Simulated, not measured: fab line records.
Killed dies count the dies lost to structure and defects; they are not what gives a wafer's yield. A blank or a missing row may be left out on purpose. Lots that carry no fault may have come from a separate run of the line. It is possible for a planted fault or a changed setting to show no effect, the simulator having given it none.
Comparing a struck lot with a sound one | flow rit-cmos | 14 out of 202 route steps
Sound: these wafers, L211.1, L211.4, L211.6. Wafers struck: L221.2, L221.3, L221.6. The cause is given at the end.
Per side, at each step with rows, come the tool, then ch with its chambers, and then its first start. Under that, the readings that differ: sound wafers | struck wafers | difference of the means | sigmas: that difference in standard deviations of wafers without a fault.
alike: readings with means less than 2 such deviations apart, plus words and numbers identical on both sides. not compared: withheld readings, readings lacking a value on some wafer, bounds such as >300 that could conceal the same value, and numbers that have no deviation in the record and whose values overlap.
A row with sigmas, a row that says differs or no value, or rows on one side alone: a step with any of these is where the two part. Numbers that have no deviation but don't overlap get no sigmas and don't part them. A reading missing from all wafers of one side parts the sides only when that side holds two or more wafers.

first, 2 steps without rows for these wafers: RIT_NWELL_PEB_04; RIT_NWELL_DEVELOP_05 (develop time 68 s).
RIT_NWELL_OVL_MEAS_06:
  sound on overlay-02, day 2 15:49; struck on overlay-02, day 4 16:31
  alike: NWELL_OVL
then, 2 steps without rows for these wafers: RIT_NWELL_HARDBAKE_07 (time 120 s); RIT_NWELL_IMPLANT_08.
RIT_NWELL_STRIP_09: strips in O2, time 180 s.
  sound on plasma-asher-03 ch 0,1, day 2 16:15; struck on plasma-asher-03 ch 0,1, day 4 16:56
  alike: drypump-motor-current-A
  not compared: rf-hours-counter-h
RIT_NWELL_TW_MEAS_10:
  sound on film-metro-01, day 2 16:25; struck on film-metro-03, day 4 17:07
  alike: NWELL_TW
then, 5 steps without rows for these wafers: RIT_PWELL_HMDS_00 (prime time 60 s); RIT_PWELL_COAT_01 (resist thk 1300 nm); RIT_PWELL_SOFTBAKE_02 (time 60 s); RIT_PWELL_EXPOSE_03 (exposes mask M3, target cd 43700 nm); RIT_PWELL_PEB_04.
RIT_PWELL_DEVELOP_05: develop time 71.04 s.
  struck on litho-track-02, day 4 17:00; sound on litho-track-01 ch 0, day 2 17:00
  no value came back on the struck wafers for chill-plate-temp-C (C), develop-time-s (s); on the sound wafers chill-plate-temp-C (C) reads 23.17 22.97 22.95
RIT_PWELL_OVL_MEAS_06:
  sound on overlay-01, day 2 17:47; struck on overlay-01, day 4 18:04
  reading        | sound       | struck | difference                    | sigmas
  PWELL_OVL (nm) | 0.7 1.4 0.0 | - - -  | no value on the struck wafers |

## WHERE THEY PART
Earliest at RIT_PWELL_DEVELOP_05; latest, in this record, at RIT_PWELL_OVL_MEAS_06.

WHY: what had been put in by the simulator
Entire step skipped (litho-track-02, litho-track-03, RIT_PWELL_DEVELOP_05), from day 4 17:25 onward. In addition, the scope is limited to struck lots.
